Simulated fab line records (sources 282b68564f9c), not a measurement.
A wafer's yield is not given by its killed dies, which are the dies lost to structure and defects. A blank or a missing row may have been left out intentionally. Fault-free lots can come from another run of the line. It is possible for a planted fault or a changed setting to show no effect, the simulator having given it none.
One fault seen from 2 desks ; flow rit-cmos ; each desk has only its own numbers; what lay behind them comes last

== DESK OF THE TOOL OWNER: implanter-02 ==
For each lot that ran on this tool, the mean over its sampled wafers that have a number, from the tool's own readings at RIT_NLDD_IMPLANT_08. A lot is out of limits, marked OUT, if its mean lies more than 4 standard deviations from the usual mean; the brackets give that distance.
Columns: A = dose-ions-cm2 at RIT_NLDD_IMPLANT_08, usual 5e+14; B = faraday-current-uA at RIT_NLDD_IMPLANT_08, usual 1570
lot;first seen here;A;B
L534;day 4 00:13;5e+14;1568
L535;day 4 04:08;5e+14;1553
L541;day 5 10:55;5e+14;1560
L542;day 5 16:19;5e+14;1570
L548;day 6 22:26;8e+14 (+99 or more) OUT;2540 (+29) OUT
L549;day 7 02:06;8e+14 (+99 or more) OUT;2551 (+30) OUT
This desk's verdict: out of limits on L548, L549, starting with L548 at day 6 22:26 (dose-ions-cm2 at RIT_NLDD_IMPLANT_08). Within limits: L534, L535, L541, L542.

== METROLOGY DESK ==
Means of the sampled wafers that have a number, per lot and without regard to the tool the lot ran on: this is what the gauges read. A lot is out of limits, marked OUT, if its mean lies more than 4 standard deviations from the usual mean; the brackets give that distance.
Columns: A = NLDD_TW at RIT_NLDD_TW_MEAS_10, usual 2474; B = PSD_TW at RIT_PSD_TW_MEAS_10, usual 3399; C = NLDD_RS at RIT_SDANNEAL_RS_MEAS_07, usual 151.7 ohm/sq; D = cd-nm at RIT_M1_CD_MEAS_09, usual 2600.6 nm
lot;first seen here;A;B;C;D
L528;day 2 18:13;2429;3407;152.1;2602.0
L534;day 4 00:32;2498;3429;151.9;2595.9
L535;day 4 04:28;2452;3357;151.1;2600.0
L536;day 4 09:11;2495;3377;151.6;2600.5
L539;day 5 01:45;2496;3430;151.8;2601.3
L540;day 5 06:59;2480;3368;151.7;2600.3
L541;day 5 11:12;2447;3425;151.6;2602.4
L542;day 5 16:38;2493;3365;152.6;2600.2
L543;day 5 22:32;2476;3414;151.7;2603.8
L544;day 6 02:21;2475;3417;152.2;2596.9
L548;day 6 22:43;2781 (+15) OUT;3399;104.0 (-92) OUT;2599.5
L549;day 7 02:25;2789 (+16) OUT;3378;103.5 (-93) OUT;2601.7
L550;day 7 08:25;2455;3418;150.8;2600.1
L551;day 7 12:13;2468;3376;152.4;2603.6
Per this desk, out of limits: L548, L549; the first was L548, day 6 22:43 (NLDD_TW at RIT_NLDD_TW_MEAS_10). Within limits: L528, L534, L535, L536, L539, L540, L541, L542, L543, L544, L550, L551.

== PUT TOGETHER ==
The tool owner's desk could have raised an alarm at day 6 22:26, on L548, L549.
An alarm was possible from the metrology desk at day 6 22:43, on L548, L549.
Of the lots named, all ran RIT_NLDD_IMPLANT_08 on implanter-02.

== WHAT THE SIMULATOR HAD INSERTED ==
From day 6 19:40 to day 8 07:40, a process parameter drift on implanter-02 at RIT_NLDD_IMPLANT_08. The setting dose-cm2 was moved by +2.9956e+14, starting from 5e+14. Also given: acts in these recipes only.
Lots struck among those shown: L548, L549.
Time in hours from fault onset to the first out-of-limits reading at each desk: tool owner's desk 3, metrology desk 3.
